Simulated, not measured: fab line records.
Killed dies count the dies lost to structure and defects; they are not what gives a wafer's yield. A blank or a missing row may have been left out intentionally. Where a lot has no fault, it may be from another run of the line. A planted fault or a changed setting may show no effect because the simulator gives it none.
Which tool was responsible? / flow rit cmos / 7 lots with 21 wafers sampled at 2 steps, on a route of 202 steps

WHAT THE GAUGES SHOWED, per wafer
RIT_FOX2_THK_MEAS_01.
lot=L838; measured=day 2 07:16; on=film metro-02; FOX2_OXIDE_THK (nm)=351 346 349
lot=L840; measured=day 2 18:05; on=film metro-04; FOX2_OXIDE_THK (nm)=359 348 357
lot=L845; measured=day 3 18:07; on=film metro-02; FOX2_OXIDE_THK (nm)=353 346 358
lot=L850; measured=day 4 20:43; on=film metro-01; FOX2_OXIDE_THK (nm)=350 347 349
lot=L855; measured=day 5 20:52; on=film metro-04; FOX2_OXIDE_THK (nm)=355 347 352
lot=L857; measured=day 6 06:06; on=film metro-04; FOX2_OXIDE_THK (nm)=350 354 355
lot=L859; measured=day 6 18:37; on=film metro-01; FOX2_OXIDE_THK (nm)=354 353 355

WHICH TOOL RAN EACH LOT (tool, then ch and the chambers of the sampled wafers, then the start)
lot=L838; RIT_ACTIVE_STRIP_14=plasma asher-01 ch 0,1, day 2 03:46
lot=L840; RIT_ACTIVE_STRIP_14=plasma asher-03 ch 0,1, day 2 11:59
lot=L845; RIT_ACTIVE_STRIP_14=plasma asher-04 ch 0,1, day 3 12:05
lot=L850; RIT_ACTIVE_STRIP_14=plasma asher-03 ch 0,1, day 4 15:40
lot=L855; RIT_ACTIVE_STRIP_14=plasma asher-04 ch 0,1, day 5 15:06
lot=L857; RIT_ACTIVE_STRIP_14=plasma asher-04 ch 0,1, day 6 00:33
lot=L859; RIT_ACTIVE_STRIP_14=plasma asher-01 ch 0,1, day 6 11:50
- RIT_ACTIVE_STRIP_14: strips in O2, time 180 s.

THE ANSWER, worked out from the rows above alone
Rule: usual is defined by the lots themselves. The widest of any qualifying gaps counts: lots, ordered by their means at a reading, are off when they make up no more than a third of the lots, leave a main group of 4 or more, and stand apart from it by 3 or more times the standard deviation of that group's means. A main group is skipped when, at the precision printed for the reading in the tables above, its means are all equal. Also off: a lot with no number at a reading for which 4 or more lots have one. All remaining lots with rows at the step are treated as sound.
No lot is off on any of the readings shown, so nothing can be concluded from this.

WHAT THE SIMULATOR HAD PUT IN
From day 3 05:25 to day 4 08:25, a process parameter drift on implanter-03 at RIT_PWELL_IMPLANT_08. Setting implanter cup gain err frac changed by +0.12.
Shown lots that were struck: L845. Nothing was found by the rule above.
